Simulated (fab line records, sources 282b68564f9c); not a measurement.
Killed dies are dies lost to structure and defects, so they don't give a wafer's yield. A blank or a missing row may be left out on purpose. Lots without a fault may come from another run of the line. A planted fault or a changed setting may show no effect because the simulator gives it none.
A struck lot beside a sound one | flow rit_cmos | 27 steps out of a route of 202
Sound: wafers L532.4, L532.5, L532.6. Struck: wafers L534.1, L534.5, L534.6. The cause comes at the end.
At each step with rows: each side's tool, then ch and its chambers, then its first start. Under that, the readings that differ: sound wafers | struck wafers | difference of the means | sigmas: that difference in standard deviations of wafers without a fault.
alike: readings whose means differ by less than 2 such deviations, and words and numbers that are the same on both sides. not compared: withheld readings, readings that some wafer has no value for, bounds like >300 that may hide the same value, and numbers for which the record gives no deviation and whose values overlap.
The two part at a step that has a row with sigmas, a row that says differs or no value, or rows on one side only. Numbers that don't overlap but have no deviation are shown without sigmas and don't part them. A reading that every wafer of one side lacks parts them only if that side has two wafers or more.

RIT_ACTIVE_BOW_MEAS_00:
  sound on film_metro-02, day 2 01:04; struck on film_metro-03, day 2 11:00
  alike: INCOMING_BOW
then, 1 step without rows for these wafers: RIT_ACTIVE_OXIDATION_01 (target thk 46.8 nm, ox time 3360 s).
RIT_ACTIVE_THK_MEAS_02:
  sound on film_metro-03, day 2 03:05; struck on film_metro-04, day 2 13:55
  alike: ACTIVE_OXIDE_THK
RIT_ACTIVE_CVD_03: deposits Si3N4 from SiH2Cl2/NH3, target thk 150 nm, time 1500 s.
  sound on lpcvd-01 ch 0, day 2 03:07; struck on lpcvd-01 ch 1, day 2 13:58
  reading                                  | sound             | struck            | difference | sigmas
  nh3_flow_sccm (sccm)                     | 151.2 150.4 150.6 | 180.6 180.2 181.1 | +29.9      | +61
  model.Si3N4_of_ACTIVE_CVD_03.thk_nm (nm) | 151.1 151 152     | 172 174.1 172.2   | +21        |
RIT_ACTIVE_THK_MEAS_04:
  sound on film_metro-04, day 2 04:34; struck on film_metro-04, day 2 15:23
  reading                 | sound             | struck            | difference | sigmas
  ACTIVE_NITRIDE_THK (nm) | 151.1 151.0 152.1 | 171.8 174.0 172.0 | +21.2      | +18
then, 6 steps without rows for these wafers: RIT_ACTIVE_HMDS_05 (prime time 60 s); RIT_ACTIVE_COAT_06 (resist thk 1000 nm); RIT_ACTIVE_SOFTBAKE_07 (time 60 s); RIT_ACTIVE_EXPOSE_08 (exposes mask M1, target cd 1400 nm); RIT_ACTIVE_PEB_09; RIT_ACTIVE_DEVELOP_10 (develop time 50 s).
RIT_ACTIVE_CD_MEAS_11: target cd 1400 nm.
  sound on cd_sem-02, day 2 05:37; struck on cd_sem-01, day 2 16:18
  alike: cd_nm
then, 1 step without rows for these wafers: RIT_ACTIVE_HARDBAKE_12 (time 60 s).
RIT_ACTIVE_ETCH_13: etches Si3N4 in SF6, stops on SiO2, time 210 s, target depth 210 nm.
  sound on rie_diel-03 ch 2,3, day 2 05:50; struck on rie_diel-01 ch 1,2,3, day 2 16:34
  reading                            | sound             | struck            | difference | sigmas
  oes_product_au (a.u.)              | 0.821 0.814 0.823 | 0.867 0.895 0.897 | +0.067     | +7
  model.etch.depth_nm (nm)           | 151.1 151 152     | 172 174.1 172.2   | +21        |
  model.ACTIVE.feature_depth_nm (nm) | 151.1 151 153.4   | 172.7 174.1 172.2 | +21.2      |
  alike: drypump_motor_current_A, throttle_valve_pct
  not compared: rf_hours_counter_h
RIT_ACTIVE_STRIP_14: strips in O2, time 180 s.
  sound on plasma_asher-01 ch 0,1, day 2 06:02; struck on plasma_asher-04 ch 0,1, day 2 16:42
  alike: drypump_motor_current_A
  not compared: rf_hours_counter_h
RIT_ACTIVE_CD_MEAS_90: target cd 1400 nm.
  sound on cd_sem-01, day 2 06:12; struck on cd_sem-02, day 2 16:52
  alike: cd_nm
then, 4 steps without rows for these wafers: RIT_ACTIVE_CLEAN_15 (cleans in SC1, time 600 s); RIT_ACTIVE_CLEAN_16 (cleans in dHF, time 30 s); RIT_ACTIVE_CLEAN_17 (cleans in SC2, time 600 s); RIT_FOX1_OXIDATION_00 (target thk 350.7 nm, ox time 1130 s).
RIT_FOX1_THK_MEAS_01:
  sound on film_metro-03, day 2 08:28; struck on film_metro-01, day 2 19:50
  reading             | sound       | struck      | difference | sigmas
  FOX1_OXIDE_THK (nm) | 334 345 340 | 364 355 360 | +20        | +3
then, 2 steps without rows for these wafers: RIT_FOX1_WET_ETCH_02 (etches SiO2 in BOE, target depth 350 nm, time 390 s); RIT_FOX2_OXIDATION_00 (target thk 350.7 nm, ox time 1130 s).
RIT_FOX2_THK_MEAS_01:
  sound on film_metro-03, day 2 10:05; struck on film_metro-01, day 2 21:19
  reading             | sound       | struck      | difference | sigmas
  FOX2_OXIDE_THK (nm) | 337 343 342 | 363 369 367 | +26        | +4
RIT_FOX2_CLEAN_02: cleans in dHF, time 180 s.
  sound on wet_bench-04 ch 0, day 2 10:07; struck on wet_bench-03 ch 2, day 2 21:23
  reading                                  | sound             | struck            | difference | sigmas
  model.Si3N4_of_ACTIVE_CVD_03.thk_nm (nm) | 131.9 131.8 132.8 | 152.8 154.8 152.9 | +21.3      |
then, 1 step without rows for these wafers: RIT_FOX2_WET_ETCH_03 (etches Si3N4 in H3PO4, target depth 195 nm, time 2700 s).
RIT_M1_PROBE_99:
  sound on prober-02, day 4 02:11; struck on prober-02, day 4 10:46
  alike: killed_at_contacts, killed_at_front_end, killed_dies, killed_open, killed_short

WHERE THEY PART
First at RIT_ACTIVE_CVD_03; last, within this record, at RIT_FOX2_THK_MEAS_01. Later steps at which nothing parts them and some readings are alike: RIT_M1_PROBE_99.

WHY: what the simulator had put in
Process parameter drift: lpcvd-01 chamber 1, from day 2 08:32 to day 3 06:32, at RIT_ACTIVE_CVD_03. Setting nh3_flow_sccm, moved by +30, from 150. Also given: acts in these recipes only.
